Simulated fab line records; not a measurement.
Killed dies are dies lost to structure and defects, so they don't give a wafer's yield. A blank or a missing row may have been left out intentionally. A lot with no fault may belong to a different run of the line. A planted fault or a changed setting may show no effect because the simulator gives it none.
fab line records ; flow rit_cmos
[record] lots = 7; wafers = 21; last_day = 7
route steps=202 shown NWELL@31 PWELL@39
lots that met no fault: from a run of the same line without faults
start_h: start of the lot's first displayed wafer, in hours after the record's first day ; wait_h: time in hours since the lot's previous step ; " as in the row above ; L1.1+2: a row that stands for several wafers ; - no value present, or no start provided ; * or withheld: withheld ; < > ~ a bound
route shown NAME@n: a module of which the file shows steps, and the number in the route of the first ; usual: the fault-free wafers' mean and standard deviation ; same: alike in all rows ; chamber/n: place in a boat ; sites: each site's reading ; _std_site: the standard deviation of these ; _edge_site: outer sites' mean less inner sites' ; radius_mm: how far each site lies from the wafer's centre ; mask NAME#n: copy n ; behind: the last tool/chamber to shape the wafer ; hold: why the lot was held/for how many hours/how that ended ; device: transistor that didn't switch, given as n, p or np ; end of line: the tests these same wafers got at the end of their route ; for a step that has no rows: nothing shown but its recipe ; killed: count of dies lost to structure and defects at first sort (not the wafer's yield) ; map: shows each die of a wafer: x if killed, . if not, _ if none is there
set.NAME: setting as actually run; set.NAME@STEP: the setting as run at that earlier step ; model.NAME: the simulator's own value behind a step, which no gauge read
lots at selected steps of the route; one table per step, one row per wafer
services: the hour from which a tool's chamber was out of use, counted from the record's first day as start_h (under 0 if before that day), plus the number of hours and why
[[steps]]
[step RIT_NWELL_EXPOSE_03]
[recipe] mask_id = M2; na = 0.57; target_cd_nm = 43900; dose_mj = 250
[step RIT_NWELL_PEB_04]
[recipe] resist = NOVOLAK; temp_c = withheld; time_s = withheld
[step RIT_NWELL_DEVELOP_05]
[recipe] resist = NOVOLAK; develop_time_s = 68; dev_temp_c = 23
[step RIT_NWELL_OVL_MEAS_06]
[usual] NWELL_OVL = -1.0/1.3
lot.wafer;tool;chamber;start_h;wait_h;NWELL_OVL[nm]
L753.1;overlay-01;-;35.87;-;-1.1
L753.2;overlay-01;-;35.87;-;-1.5
L753.6;overlay-01;-;35.87;-;-2.7
L754.2;overlay-02;-;43.56;-;-1.0
L754.4;overlay-02;-;43.56;-;0.0
L754.5;overlay-02;-;43.56;-;0.0
L760.3;overlay-01;-;71.02;-;0.5
L760.4;overlay-01;-;71.02;-;1.3
L760.5;overlay-01;-;71.02;-;-0.1
L761.2;overlay-01;-;75.62;-;0.0
L761.3;overlay-01;-;75.62;-;0.2
L761.4;overlay-01;-;75.62;-;-1.6
L762.1;overlay-01;-;80.38;-;-0.9
L762.4;overlay-01;-;80.38;-;0.3
L762.5;overlay-01;-;80.38;-;-0.2
L770.3;overlay-02;-;120.92;-;-1.0
L770.4;overlay-02;-;120.92;-;0.9
L770.6;overlay-02;-;120.92;-;0.2
L772.1;overlay-02;-;131.10;-;1.3
L772.4;overlay-02;-;131.10;-;0.0
L772.5;overlay-02;-;131.10;-;-0.4
[step RIT_NWELL_HARDBAKE_07]
[recipe] resist = NOVOLAK; temp_c = 140; time_s = 120
[step RIT_NWELL_IMPLANT_08]
[recipe] species = P; energy_kev = 170; dose_cm2 = 5e+13; tilt_deg = 7
[step RIT_NWELL_STRIP_09]
[recipe] chemistry = O2; time_s = 180; resist = NOVOLAK; platen_temp_c = withheld; power_w = 500; pressure_mtorr = 4000; o2_flow_sccm = 4000
[usual] drypump_motor_current_A = 5.6/0.38
lot.wafer;tool;chamber;start_h;wait_h;drypump_motor_current_A;rf_hours_counter_h
L753.1;plasma_asher-04;0;36.30;0.1;4.9;25
L753.2;plasma_asher-04;1;36.30;0.1;5.5;25
L753.6;plasma_asher-04;1;36.30;0.1;5.6;-
L754.2;plasma_asher-01;0;43.99;0.1;5.4;38
L754.4;plasma_asher-01;0;43.99;0.1;5.4;-
L754.5;plasma_asher-01;1;43.99;0.1;6.2;-
L760.3;plasma_asher-04;1;71.63;0.1;5.5;-
L760.4;plasma_asher-04;0;71.63;0.1;4.9;-
L760.5;plasma_asher-04;1;71.63;0.1;5.5;-
L761.2;plasma_asher-03;0;76.05;0.1;5.9;46
L761.3;plasma_asher-03;0;76.05;0.1;5.9;-
L761.4;plasma_asher-03;1;76.05;0.1;5.4;-
L762.1;plasma_asher-04;1;80.82;0.1;5.6;29
L762.4;plasma_asher-04;0;80.82;0.1;4.9;-
L762.5;plasma_asher-04;1;80.82;0.1;5.6;-
L770.3;plasma_asher-03;1;121.41;0.1;5.4;-
L770.4;plasma_asher-03;0;121.41;0.1;5.9;-
L770.6;plasma_asher-03;0;121.41;0.1;5.8;-
L772.1;plasma_asher-03;1;131.63;0.1;5.5;52
L772.4;plasma_asher-03;0;131.63;0.1;5.8;-
L772.5;plasma_asher-03;1;131.63;0.1;5.4;-
[step RIT_NWELL_TW_MEAS_10]
[usual] NWELL_TW = 2148/29
lot.wafer;tool;chamber;start_h;wait_h;NWELL_TW
L753.1;film_metro-02;-;36.48;0.1;2181
L753.2;film_metro-02;-;36.48;0.1;2185
L753.6;film_metro-02;-;36.48;0.1;2187
L754.2;film_metro-04;-;44.18;0.1;2133
L754.4;film_metro-04;-;44.18;0.1;2125
L754.5;film_metro-04;-;44.18;0.1;2114
L760.3;film_metro-01;-;71.77;0.1;2168
L760.4;film_metro-01;-;71.77;0.1;2158
L760.5;film_metro-01;-;71.77;0.1;2155
L761.2;film_metro-01;-;76.23;0.1;2199
L761.3;film_metro-01;-;76.23;0.1;2185
L761.4;film_metro-01;-;76.23;0.1;2184
L762.1;film_metro-04;-;80.99;0.1;2117
L762.4;film_metro-04;-;80.99;0.1;2125
L762.5;film_metro-04;-;80.99;0.1;2121
L770.3;film_metro-04;-;121.54;0.1;2111
L770.4;film_metro-04;-;121.54;0.1;2110
L770.6;film_metro-04;-;121.54;0.1;2116
L772.1;film_metro-04;-;131.80;0.1;2112
L772.4;film_metro-04;-;131.80;0.1;2122
L772.5;film_metro-04;-;131.80;0.1;2097
[step RIT_PWELL_HMDS_00]
[recipe] prime_time_s = 60; prime_temp_c = 140
[step RIT_PWELL_COAT_01]
[recipe] resist = NOVOLAK; spin_rpm = 2000; resist_thk_nm = 1300
[step RIT_PWELL_SOFTBAKE_02]
[recipe] resist = NOVOLAK; temp_c = 90; time_s = 60
[step RIT_PWELL_EXPOSE_03]
[recipe] mask_id = M3; na = 0.57; target_cd_nm = 43700; dose_mj = 250
[step RIT_PWELL_PEB_04]
[recipe] resist = NOVOLAK; temp_c = withheld; time_s = withheld
[usual] chill_plate_temp_C = *; exhaust_pa = 45.0/0.94
lot.wafer;tool;chamber;start_h;wait_h;chill_plate_temp_C;exhaust_pa
L753.1;litho_track-01;0;37.11;0.1;*;44.6
L753.2;litho_track-01;0;37.11;0.1;*;44.5
L753.6;litho_track-01;0;37.11;0.1;*;42.2
L754.2;litho_track-02;0;44.82;0.1;*;43.8
L754.4;litho_track-02;0;44.82;0.1;*;43.8
L754.5;litho_track-02;0;44.82;0.1;*;43.6
L760.3;litho_track-01;-;72.59;0.1;-;-
L760.4;litho_track-01;-;72.59;0.1;-;-
L760.5;litho_track-01;-;72.59;0.1;-;-
L761.2;litho_track-03;-;77.18;0.3;-;-
L761.3;litho_track-03;-;77.18;0.3;-;-
L761.4;litho_track-03;-;77.18;0.3;-;-
L762.1;litho_track-01;-;81.84;0.2;-;-
L762.4;litho_track-01;-;81.84;0.2;-;-
L762.5;litho_track-01;-;81.84;0.2;-;-
L770.3;litho_track-03;0;122.20;0.1;*;44.9
L770.4;litho_track-03;0;122.20;0.1;*;45.5
L770.6;litho_track-03;0;122.20;0.1;*;46.0
L772.1;litho_track-01;0;132.55;0.1;*;45.8
L772.4;litho_track-01;0;132.55;0.1;*;46.9
L772.5;litho_track-01;0;132.55;0.1;*;44.7
[step RIT_PWELL_DEVELOP_05]
[recipe] resist = NOVOLAK; develop_time_s = 68; dev_temp_c = 23
[[services]]
tool;chamber;start_h;hours;kind
plasma_asher-01;-;26.35;2.8;pm
plasma_asher-04;-;38.69;1.9;repair
plasma_asher-04;-;55.52;12.9;repair
plasma_asher-01;-;61.46;1.8;repair
plasma_asher-03;-;96.68;6.2;repair
plasma_asher-01;-;128.92;8.7;repair
[[key]]
[first_sign] step = RIT_PWELL_PEB_04; reading = tool_record; direction = missing
effect none on later readings
met_at RIT_PWELL_PEB_04
struck_wafers L760.3,L760.4,L760.5,L761.2,L761.3,L761.4,L762.1,L762.4,L762.5
sort_left_out L760.3,L760.4,L760.5,L761.2,L761.3,L761.4,L762.1,L762.4,L762.5
tester_left_out L760,L761,L762
onset_between 37.11 72.59
[fault] kind = skipped_step_whole; tool = litho_track-01,litho_track-03; chamber = -; onset_h = 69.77; steps = RIT_PWELL_PEB_04; scope = struck_lots_only
// tester_left_out: of these lots the tester's yield and bins aren't shown, on N5 and GAA mostly nor the transistor test; their killed dies are dies lost to structure and defects alone, not to doping, threshold or leakage, so they don't give the yield
// sort_left_out: the simulated sort isn't trusted on such a fault, so these wafers' sort isn't shown, and their yield isn't known
